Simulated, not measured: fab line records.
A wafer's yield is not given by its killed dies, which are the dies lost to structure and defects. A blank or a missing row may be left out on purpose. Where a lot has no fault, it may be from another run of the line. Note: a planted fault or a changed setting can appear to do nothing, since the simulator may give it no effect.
2 desks looking at one fault || flow rit cmos || only its own numbers are on each desk; what lay behind them is given at the end

## THE METROLOGY DESK
What the gauges read, lot by lot, whatever tool the lot ran on: means of the sampled wafers that have a number. The brackets show how far a lot's mean lies from the usual mean; more than 4 standard deviations puts the lot out of limits, marked OUT.
Columns: A = CONTACT_TEOS_THK at RIT_CONTACT_THK_MEAS_01, usual 400 nm
{"lot": "L323", "first seen here": "day 3 10:55", "A": 402}
{"lot": "L324", "first seen here": "day 3 16:03", "A": 398}
{"lot": "L325", "first seen here": "day 3 18:40", "A": 404}
{"lot": "L327", "first seen here": "day 4 09:59", "A": 399}
{"lot": "L328", "first seen here": "day 4 10:38", "A": 401}
{"lot": "L329", "first seen here": "day 4 13:32", "A": 396}
{"lot": "L330", "first seen here": "day 5 00:27", "A": 401}
{"lot": "L331", "first seen here": "day 5 02:29", "A": 403}
{"lot": "L334", "first seen here": "day 5 21:03", "A": 400}
{"lot": "L338", "first seen here": "day 7 02:25", "A": 402}
{"lot": "L340", "first seen here": "day 7 09:09", "A": 383}
{"lot": "L343", "first seen here": "day 7 23:41", "A": 386}
{"lot": "L345", "first seen here": "day 8 04:38", "A": 401}
{"lot": "L344", "first seen here": "day 8 06:10", "A": 396}
This desk's finding: nothing out of limits on any of the 14 lots.

## TOOL OWNER'S DESK, pecvd-02
The tool's own readings at RIT_CONTACT_CVD_00 (deposits SiO2 from TEOS, target thk 400 nm, time 61 s): means of the sampled wafers that have a number, for each lot that ran on this tool. The brackets show how far a lot's mean lies from the usual mean; more than 4 standard deviations puts the lot out of limits, marked OUT.
Columns: A = heater power w at RIT_CONTACT_CVD_00, usual 330 W; B = rf fwd power W at RIT_CONTACT_CVD_00, usual 396.7 W; C = susceptor temp C at RIT_CONTACT_CVD_00, usual 390.04 C
{"lot": "L323", "first seen here": "day 3 10:52", "A": 364, "B": 397.3, "C": 389.81}
{"lot": "L325", "first seen here": "day 3 18:36", "A": 325, "B": 399.2, "C": 390.06}
{"lot": "L328", "first seen here": "day 4 10:34", "A": 341, "B": 398.1, "C": 390.01}
{"lot": "L331", "first seen here": "day 5 02:26", "A": 367, "B": 397.4, "C": 390.10}
{"lot": "L334", "first seen here": "day 5 20:59", "A": 340, "B": 397.5, "C": 390.00}
{"lot": "L340", "first seen here": "day 7 09:06", "A": 388, "B": "345.3 (-32) OUT", "C": 389.97}
{"lot": "L343", "first seen here": "day 7 23:38", "A": 381, "B": "344.8 (-32) OUT", "C": 390.01}
This desk's verdict: out of limits on L340, L343, starting with L340 at day 7 09:06 (rf fwd power W at RIT_CONTACT_CVD_00). In limits: L323, L325, L328, L331, L334.

## ALL TOGETHER
At day 7 09:06, on L340, L343, the tool owner's desk was in a position to raise an alarm.
From the metrology desk's view, nothing was out of limits.
The metrology desk has L340, L343 on record, within its limits.
All the named lots went through RIT_CONTACT_CVD_00 on pecvd-02.

## WHAT THE SIMULATOR HAD PUT IN
pecvd-02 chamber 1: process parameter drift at RIT_CONTACT_CVD_00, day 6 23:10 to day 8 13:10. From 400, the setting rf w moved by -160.
Lots struck among those shown: L340, L343.
Delay in hours, fault start to first out-of-limits reading, by desk: the tool owner's desk at 10.
